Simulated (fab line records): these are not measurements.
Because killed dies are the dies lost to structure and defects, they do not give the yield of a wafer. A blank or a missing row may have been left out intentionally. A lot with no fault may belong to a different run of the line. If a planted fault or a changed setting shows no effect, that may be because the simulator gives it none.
Struck lot and sound lot, side by side | flow rit-cmos | 43 steps out of a route of 202
Sound: the wafers L436.2, L436.3, L436.6. Wafers L441.3, L441.4, L441.5 were the ones struck. The cause comes at the end.
At each step with rows: each side's tool, then ch and its chambers, then its first start. Under that, the readings that differ: sound wafers | struck wafers | difference of the means | sigmas: that difference in standard deviations of wafers without a fault.
alike: words and numbers the same on both sides, and readings whose means are apart by under 2 such deviations; not compared: readings that were withheld, readings missing a value for some wafer, numbers with overlapping values and no deviation given by the record, and bounds like >300 which may hide the same value.
Wherever a step has rows on one side only, a row that says differs or no value, or a row with sigmas, the two part there. Non-overlapping numbers with no deviation appear without sigmas and do not part them. A reading that every wafer of one side lacks parts them only if that side has two wafers or more.

first, 3 steps without rows for these wafers: RIT_REOX_CLEAN_01 (cleans in dHF, time 30 s); RIT_REOX_CLEAN_02 (cleans in SC2, time 600 s); RIT_REOX_OXIDATION_03 (target thk 25.2 nm, ox time 5854 s).
RIT_REOX_THK_MEAS_04:
  sound on film-metro-02 at day 4 04:55; struck on film-metro-02 at day 5 01:24
  alike: REOX_OXIDE_THK
then, 6 steps without rows for these wafers: RIT_NLDD_HMDS_00 (prime time 60 s); RIT_NLDD_COAT_01 (resist thk 1000 nm); RIT_NLDD_SOFTBAKE_02 (time 60 s); RIT_NLDD_EXPOSE_03 (exposes mask M7, target cd 40700 nm); RIT_NLDD_PEB_04; RIT_NLDD_DEVELOP_05 (develop time 50 s).
RIT_NLDD_OVL_MEAS_06:
  sound on overlay-02 at day 4 05:49; struck on overlay-01 at day 5 02:25
  reading       | sound        | struck         | difference | sigmas
  NLDD_OVL (nm) | 0.7 3.2 -0.1 | -2.7 -0.9 -1.5 | -3.0       | -2
then, 1 step without rows for these wafers: RIT_NLDD_HARDBAKE_07 (time 60 s).
RIT_NLDD_IMPLANT_08:
  sound on implanter-02 ch 0, day 4 06:01; struck on implanter-03 ch 0, day 5 02:39
RIT_NLDD_STRIP_09: strips in O2, time 180 s.
  sound on plasma-asher-04 ch 0,1, day 4 06:09; struck on plasma-asher-04 ch 0,1, day 5 02:49
  alike: chamber-pressure-mTorr, drypump-motor-current-A
  not compared: rf-hours-counter-h
RIT_NLDD_TW_MEAS_10:
  sound on film-metro-02 at day 4 06:20; struck on film-metro-04 at day 5 02:56
  reading | sound          | struck         | difference | sigmas
  NLDD_TW | 2494 2493 2495 | 2557 2572 2567 | +71        | +2
then, 6 steps without rows for these wafers: RIT_PLDD_HMDS_00 (prime time 60 s); RIT_PLDD_COAT_01 (resist thk 1000 nm); RIT_PLDD_SOFTBAKE_02 (time 60 s); RIT_PLDD_EXPOSE_03 (exposes mask M8, target cd 40900 nm); RIT_PLDD_PEB_04; RIT_PLDD_DEVELOP_05 (develop time 48.45 s).
RIT_PLDD_OVL_MEAS_06:
  sound on overlay-01 at day 4 07:22; struck on overlay-02 at day 5 03:51
  alike: PLDD_OVL
then, 2 steps without rows for these wafers: RIT_PLDD_HARDBAKE_07 (time 60 s); RIT_PLDD_IMPLANT_08.
RIT_PLDD_STRIP_09: strips in O2, time 180 s.
  sound on plasma-asher-03 ch 0,1, day 4 07:41; struck on plasma-asher-03 ch 0,1, day 5 04:14
  alike: chamber-pressure-mTorr, drypump-motor-current-A
  not compared: rf-hours-counter-h
RIT_PLDD_TW_MEAS_10:
  sound on film-metro-02 at day 4 07:53; struck on film-metro-01 at day 5 04:22
  alike: PLDD_TW
then, 4 steps without rows for these wafers: RIT_SPACER_CLEAN_00 (cleans in SC1, time 600 s); RIT_SPACER_CLEAN_01 (cleans in dHF, time 30 s); RIT_SPACER_CLEAN_02 (cleans in SC2, time 600 s); RIT_SPACER_CVD_03 (deposits Si3N4 from SiH2Cl2/NH3, target thk 250 nm, time 3300 s).
RIT_SPACER_THK_MEAS_04:
  sound on film-metro-03 at day 4 10:13; struck on film-metro-04 at day 5 06:44
  alike: SPACER_NITRIDE_THK
RIT_SPACER_ETCHBACK_05: etches Si3N4 in SF6/CHF3, stops on SiO2, target depth 250 nm, time 240 s.
  sound on rie-diel-04 ch 0,1, day 4 10:16; struck on rie-diel-01 ch 1,2, day 5 06:47
  reading                | sound             | struck          | difference | sigmas
  throttle-valve-pct (%) | 10.39 10.54 10.53 | 10.30 9.97 9.95 | -0.41      | -3
  alike: chamber-pressure-mTorr, drypump-motor-current-A, oes-product-au
  not compared: rf-hours-counter-h
then, 6 steps without rows for these wafers: RIT_NSD_HMDS_00 (prime time 60 s); RIT_NSD_COAT_01 (resist thk 1000 nm); RIT_NSD_SOFTBAKE_02 (time 60 s); RIT_NSD_EXPOSE_03 (exposes mask M9, target cd 40700 nm); RIT_NSD_PEB_04; RIT_NSD_DEVELOP_05 (develop time 50 s).
RIT_NSD_OVL_MEAS_06:
  sound on overlay-01 at day 4 11:17; struck on overlay-01 at day 5 07:55
  alike: NSD_OVL
then, 2 steps without rows for these wafers: RIT_NSD_HARDBAKE_07 (time 60 s); RIT_NSD_IMPLANT_08.
RIT_NSD_STRIP_09: strips in O2, time 180 s.
  sound on plasma-asher-02 ch 0,1, day 4 11:37; struck on plasma-asher-01 ch 0,1, day 5 08:18
  alike: chamber-pressure-mTorr, drypump-motor-current-A
  not compared: rf-hours-counter-h
RIT_M1_PROBE_99:
  sound on prober-02 at day 4 21:20; struck on prober-02 at day 5 17:47
  reading                                           | sound                 | struck               | difference | sigmas
  model.etest.nldd.rs-ohm-sq-rim-less-centre        | -3.422 -1.879 -0.8644 | -11.29 -12.72 -20.25 | -12.70     |
  model.etest.nldd.rs-ohm-sq-range                  | 14.2 10.98 11.44      | 15.71 21.72 22.71    | +7.84      |
  model.etest.nmos_0p15.drive-ua-um-rim-less-centre | 6.141 4.165 -2.231    | 8.675 11.47 12.48    | +8.183     |
  model.etest.nmos_0p15.drive-ua-um-range           | 13.06 13.08 8.832     | 15.82 16.78 15.35    | +4.33      |
  alike: killed-at-contacts, killed-at-front-end, killed-dies, killed-open, killed-short
  not compared: model.etest.nmos_0p15.gate-bv-v, model.etest.nmos_0p15.vt-v-rim-less-centre, model.etest.antenna-poly.vt-shift-v, model.etest.nmos_0p15.vt-v-range

## WHERE THEY PART
First at RIT_NLDD_OVL_MEAS_06; last, within this record, at RIT_SPACER_ETCHBACK_05. Later steps at which nothing parts them and some readings are alike: RIT_NSD_OVL_MEAS_06, RIT_NSD_STRIP_09, RIT_M1_PROBE_99.

WHY: what the simulator had put in
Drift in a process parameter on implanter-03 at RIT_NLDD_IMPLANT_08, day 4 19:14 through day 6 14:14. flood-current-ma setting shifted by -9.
